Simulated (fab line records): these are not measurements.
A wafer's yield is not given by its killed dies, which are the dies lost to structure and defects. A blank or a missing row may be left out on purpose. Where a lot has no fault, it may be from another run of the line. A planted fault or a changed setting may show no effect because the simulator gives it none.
A lot that was struck, set against a sound lot + flow rit cmos + 19 steps out of a route of 202
Sound: the wafers L843.2, L843.3, L843.6. Wafers L847.1, L847.2, L847.6 were the ones struck. At the end, the cause is stated.
For every step that has rows: the tool of each side, followed by ch and its chambers, followed by its first start. Under that, the readings that differ: sound wafers + struck wafers + difference of the means + sigmas: that difference in standard deviations of wafers without a fault.
alike: readings with means less than 2 such deviations apart, plus words and numbers identical on both sides. not compared: withheld readings, readings lacking a value on some wafer, bounds such as >300 that could conceal the same value, and numbers that have no deviation in the record and whose values overlap.
A row with sigmas, a row that says differs or no value, or rows on one side alone: a step with any of these is where the two part. Numbers that have no deviation but don't overlap get no sigmas and don't part them. A reading missing from all wafers of one side parts the sides only when that side holds two or more wafers.

first, 4 steps without rows for these wafers: RIT_PSD_SOFTBAKE_02 (time 60 s); RIT_PSD_EXPOSE_03 (exposes mask M10, target cd 40900 nm); RIT_PSD_PEB_04; RIT_PSD_DEVELOP_05 (develop time 50 s).
RIT_PSD_OVL_MEAS_06:
  sound: overlay-01 at day 5 06:01; struck: overlay-01 at day 5 19:05
  alike: PSD_OVL
then, 2 steps without rows for these wafers: RIT_PSD_HARDBAKE_07 (time 60 s); RIT_PSD_IMPLANT_08.
RIT_PSD_STRIP_09: strips in O2, time 180 s.
  sound on plasma asher-04 ch 0,1, day 5 06:22; struck on plasma asher-02 ch 0,1, day 5 19:25
  alike: chamber pressure mTorr, drypump motor current A
  not compared: rf hours counter h
RIT_PSD_TW_MEAS_10:
  sound: film metro-01 at day 5 06:32; struck: film metro-02 at day 5 19:35
  alike: PSD_TW
then, 3 steps without rows for these wafers: RIT_SDANNEAL_CLEAN_00 (cleans in SC1, time 600 s); RIT_SDANNEAL_CLEAN_01 (cleans in dHF, time 30 s); RIT_SDANNEAL_CLEAN_02 (cleans in SC2, time 600 s).
RIT_SDANNEAL_RTA_03: time 5 s.
  sound on rtp anneal-01 ch 0, day 5 06:59; struck on rtp anneal-01 ch 0, day 5 20:01
| reading          | sound                | struck               | difference | sigmas |
|------------------|----------------------|----------------------|------------|--------|
| wafer_temp_C_max | 1051.6 1052.7 1053.6 | 1085.7 1087.1 1087.1 | +34.0      | +28    |
RIT_SDANNEAL_RS_MEAS_04: the measuring method here is four-point-probe.
  sound: film metro-01 at day 5 07:03; struck: film metro-03 at day 5 20:04
| reading         | sound                | struck            | difference | sigmas |
|-----------------|----------------------|-------------------|------------|--------|
| PSD_RS (ohm/sq) | 115.64 115.55 115.84 | 93.48 93.43 93.65 | -22.16     | -82    |
RIT_SDANNEAL_RS_MEAS_05: the measuring method here is four-point-probe.
  sound: film metro-01 at day 5 07:10; struck: film metro-03 at day 5 20:11
| reading         | sound          | struck         | difference | sigmas |
|-----------------|----------------|----------------|------------|--------|
| NSD_RS (ohm/sq) | 85.9 85.7 85.5 | 84.3 84.6 84.3 | -1.3       | -4     |
RIT_SDANNEAL_RS_MEAS_06: the measuring method here is four-point-probe.
  sound: film metro-01 at day 5 07:17; struck: film metro-03 at day 5 20:19
| reading          | sound             | struck            | difference | sigmas |
|------------------|-------------------|-------------------|------------|--------|
| PLDD_RS (ohm/sq) | 178.4 179.1 178.8 | 159.6 159.7 160.0 | -19.0      | -38    |
RIT_SDANNEAL_RS_MEAS_07: the measuring method here is four-point-probe.
  sound: film metro-01 at day 5 07:25; struck: film metro-03 at day 5 20:26
| reading          | sound             | struck            | difference | sigmas |
|------------------|-------------------|-------------------|------------|--------|
| NLDD_RS (ohm/sq) | 152.0 152.2 152.1 | 149.5 150.1 150.1 | -2.2       | -5     |
then, 1 step without rows for these wafers: RIT_SILICIDE_WET_ETCH_00 (etches SiO2 in BOE, target depth 14 nm, time 15 s).
RIT_M1_PROBE_99:
  the record has rows for the sound wafers here (prober-01, day 5 14:57) and none for the struck ones

== WHERE THEY PART ==
Earliest at RIT_SDANNEAL_RTA_03; latest, in this record, at RIT_M1_PROBE_99.

WHY: the cause the simulator had injected
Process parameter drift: rtp anneal-01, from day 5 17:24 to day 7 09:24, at RIT_SDANNEAL_RTA_03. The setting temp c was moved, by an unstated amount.
